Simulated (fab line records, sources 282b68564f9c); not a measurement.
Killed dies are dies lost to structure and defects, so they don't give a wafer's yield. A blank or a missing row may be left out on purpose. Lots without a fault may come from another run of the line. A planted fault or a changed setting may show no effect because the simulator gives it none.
Which tool did it? | flow rit_cmos | 13 lots, 39 wafers sampled, at 5 steps of a route of 202

WHAT THE GAUGES READ, wafer by wafer
RIT_ACTIVE_CD_MEAS_11: target cd 1400 nm. Usual: cd_nm 1400.4 nm, standard deviation 2.4.
lot  | measured    | on        | cd_nm (nm)           | flag
L991 | day 1 14:26 | cd_sem-02 | 1401.9 1398.8 1402.0 |
L992 | day 1 20:25 | cd_sem-02 | 1400.2 1399.8 1401.8 |
L993 | day 2 00:26 | cd_sem-01 | 1394.2 1398.6 1397.8 |
L994 | day 2 05:35 | cd_sem-01 | 1402.8 1402.7 1402.1 |
L996 | day 2 15:34 | cd_sem-01 | 1402.4 1403.5 1402.1 |
L100 | day 3 13:05 | cd_sem-02 | 1403.0 1399.9 1401.8 |
L101 | day 3 16:34 | cd_sem-01 | 1398.8 1399.8 1396.1 |
L106 | day 4 18:31 | cd_sem-02 | 1398.3 1392.9 1396.0 |
L107 | day 4 22:34 | cd_sem-02 | 1399.5 1401.7 1400.5 |
L108 | day 5 03:48 | cd_sem-01 | 1399.1 1399.0 1397.2 |
L110 | day 5 13:56 | cd_sem-02 | 1401.2 1398.5 1400.3 |
L111 | day 5 19:07 | cd_sem-01 | 1400.0 1400.9 1401.7 |
L114 | day 6 10:29 | cd_sem-02 | 1404.3 1402.3 1405.4 |

RIT_SPACER_THK_MEAS_04. Usual: SPACER_NITRIDE_THK 250.9 nm, standard deviation 2.1.
lot  | measured    | on            | SPACER_NITRIDE_THK (nm) | flag
L991 | day 2 23:49 | film_metro-03 | 255.3 254.4 255.9       |
L992 | day 3 04:57 | film_metro-01 | 252.8 252.9 249.7       |
L993 | day 3 10:01 | film_metro-01 | 250.3 250.2 248.9       |
L994 | day 3 12:35 | film_metro-01 | 251.5 252.3 251.4       |
L996 | day 4 01:07 | film_metro-03 | 246.9 247.9 248.7       |
L100 | day 4 19:41 | film_metro-01 | 249.9 249.3 252.7       |
L101 | day 5 04:48 | film_metro-04 | 351.2 352.4 353.5       | OFF
L106 | day 6 05:08 | film_metro-03 | 249.1 248.8 247.0       |
L107 | day 6 07:29 | film_metro-03 | 252.3 253.6 252.6       |
L108 | day 6 13:22 | film_metro-03 | 251.5 249.2 249.4       |
L110 | day 7 00:36 | film_metro-03 | 253.1 253.2 252.7       |
L111 | day 7 05:43 | film_metro-01 | 249.3 249.7 249.8       |
L114 | day 8 00:06 | film_metro-03 | 253.7 253.1 252.6       |

RIT_PSD_TW_MEAS_10. Usual: PSD_TW 3460, standard deviation 45.
lot  | measured    | on            | PSD_TW         | flag
L991 | day 3 03:04 | film_metro-01 | 3449 3437 3447 |
L992 | day 3 08:05 | film_metro-01 | 3437 3445 3449 |
L993 | day 3 13:23 | film_metro-02 | 3393 3406 3398 |
L994 | day 3 15:47 | film_metro-04 | 3512 3512 3504 |
L996 | day 4 04:06 | film_metro-04 | 3504 3505 3503 |
L100 | day 4 22:40 | film_metro-02 | 3449 3426 3447 |
L106 | day 6 08:19 | film_metro-04 | 3528 3509 3521 |
L107 | day 6 10:44 | film_metro-01 | 3458 3470 3474 |
L108 | day 6 16:22 | film_metro-01 | 3453 3446 3447 |
L110 | day 7 03:44 | film_metro-04 | 3500 3497 3513 |
L111 | day 7 08:53 | film_metro-02 | 3387 3389 3393 |
L114 | day 8 03:05 | film_metro-02 | 3383 3377 3379 |

WHICH TOOL RAN EACH LOT (tool, then ch and the chambers of the sampled wafers, then the start)
lot  | RIT_SPACER_CVD_03          | RIT_SPACER_ETCHBACK_05
L991 | lpcvd-01 ch 1, day 2 21:54 | rie_diel-04 ch 1,2,3, day 2 23:53
L992 | lpcvd-02 ch 0, day 3 02:05 | rie_diel-01 ch 0,2, day 3 05:01
L993 | lpcvd-01 ch 1, day 3 08:05 | rie_diel-02 ch 0,2, day 3 10:04
L994 | lpcvd-01 ch 1, day 3 10:40 | rie_diel-04 ch 0,1,3, day 3 12:38
L996 | lpcvd-01 ch 0, day 3 23:11 | rie_diel-02 ch 0,1,3, day 4 01:10
L100 | lpcvd-02 ch 1, day 4 17:45 | rie_diel-02 ch 0,3, day 4 19:44
L101 | lpcvd-01 ch 1, day 5 02:53 | rie_diel-04 ch 0,1, day 5 04:52
L106 | lpcvd-01 ch 0, day 6 03:11 | rie_diel-04 ch 0,1,2, day 6 05:10
L107 | lpcvd-02 ch 1, day 6 05:34 | rie_diel-01 ch 1,2, day 6 07:32
L108 | lpcvd-02 ch 1, day 6 11:28 | rie_diel-02 ch 0,1,2, day 6 13:26
L110 | lpcvd-01 ch 0, day 6 22:41 | rie_diel-04 ch 1,2,3, day 7 00:40
L111 | lpcvd-02 ch 1, day 7 03:49 | rie_diel-04 ch 0,3, day 7 05:47
L114 | lpcvd-02 ch 1, day 7 22:11 | rie_diel-01 ch 0,1,3, day 8 00:10
- RIT_SPACER_CVD_03: deposits Si3N4 from SiH2Cl2/NH3, target thk 250 nm, time 3300 s.
- RIT_SPACER_ETCHBACK_05: etches Si3N4 in SF6/CHF3, stops on SiO2, target depth 250 nm, time 240 s.

WHAT THE TOOLS THEMSELVES READ (means of the sampled wafers that have a number; where no wafer has one, the mark that the record gives instead)
RIT_SPACER_CVD_03. Usual: spike_tc_centre_C 811.6 C, standard deviation 1.5; spike_tc_load_C 833 C, standard deviation 3.9; spike_tc_source_C 834 C, standard deviation 3.
lot  | tool     | spike_tc_centre_C (C) | spike_tc_load_C (C) | spike_tc_source_C (C) | flag
L991 | lpcvd-01 | 813.6                 | 836                 | 838                   |
L992 | lpcvd-02 | 810.9                 | 824                 | 834                   |
L993 | lpcvd-01 | 813.3                 | 836                 | 838                   |
L994 | lpcvd-01 | 813.9                 | 836                 | 837                   |
L996 | lpcvd-01 | 810.8                 | 833                 | 835                   |
L100 | lpcvd-02 | 811.7                 | 835                 | 831                   |
L101 | lpcvd-01 | 834.0                 | 856                 | 857                   | OFF
L106 | lpcvd-01 | 811.1                 | 834                 | 834                   |
L107 | lpcvd-02 | 810.5                 | 835                 | 830                   |
L108 | lpcvd-02 | 811.1                 | 835                 | 831                   |
L110 | lpcvd-01 | 810.8                 | 834                 | 835                   |
L111 | lpcvd-02 | 810.0                 | 835                 | 831                   |
L114 | lpcvd-02 | 810.8                 | 835                 | 830                   |

RIT_SPACER_ETCHBACK_05. Usual: drypump_motor_current_A 5.6 A, standard deviation 0.57; oes_product_au 0.847 a.u., standard deviation 0.016; throttle_valve_pct 10.27 %, standard deviation 0.16.
lot  | tool        | drypump_motor_current_A (A) | oes_product_au (a.u.) | throttle_valve_pct (%) | flag
L991 | rie_diel-04 | 5.4                         | 0.851                 | 10.35                  |
L992 | rie_diel-01 | 5.7                         | 0.847                 | 10.34                  |
L993 | rie_diel-02 | 5.0                         | 0.835                 | 10.27                  |
L994 | rie_diel-04 | 5.6                         | 0.851                 | 10.46                  |
L996 | rie_diel-02 | 5.8                         | 0.841                 | 10.16                  |
L100 | rie_diel-02 | 6.0                         | 0.838                 | 10.22                  |
L101 | rie_diel-04 | 6.2                         | 0.998                 | 10.49                  | OFF
L106 | rie_diel-04 | 5.8                         | 0.828                 | 10.36                  |
L107 | rie_diel-01 | 6.0                         | 0.854                 | 10.08                  |
L108 | rie_diel-02 | 5.3                         | 0.846                 | 10.19                  |
L110 | rie_diel-04 | 5.4                         | 0.843                 | 10.35                  |
L111 | rie_diel-04 | 5.4                         | 0.857                 | 10.50                  |
L114 | rie_diel-01 | 6.0                         | 0.860                 | 10.20                  |

THE ANSWER, worked out from the rows above alone
Rule: a lot is off if the mean of its wafers that have a number lies more than 3 standard deviations from the usual mean. A lot without any number at a reading at which 4 lots or more have one is off too. The other lots that the step has rows for count as sound. The gauges are gone through in route order, then the tools' own readings, and for those a lot's mean is taken as printed above. The first step at which some lot is off is used, and at that step the reading that is off furthest; a lot without a number counts as furthest.
Off: L101, at RIT_SPACER_THK_MEAS_04 (SPACER_NITRIDE_THK).
A tool fits if, at a process step before that reading, it ran every lot that is off, and no sound lot after the first of them. The gauges at RIT_SPACER_THK_MEAS_04 aren't tried: what is off there is off at RIT_SPACER_CVD_03 too, on other tools, and a gauge's error can't cause that. None of those tried fits.

WHAT THE SIMULATOR HAD PUT IN
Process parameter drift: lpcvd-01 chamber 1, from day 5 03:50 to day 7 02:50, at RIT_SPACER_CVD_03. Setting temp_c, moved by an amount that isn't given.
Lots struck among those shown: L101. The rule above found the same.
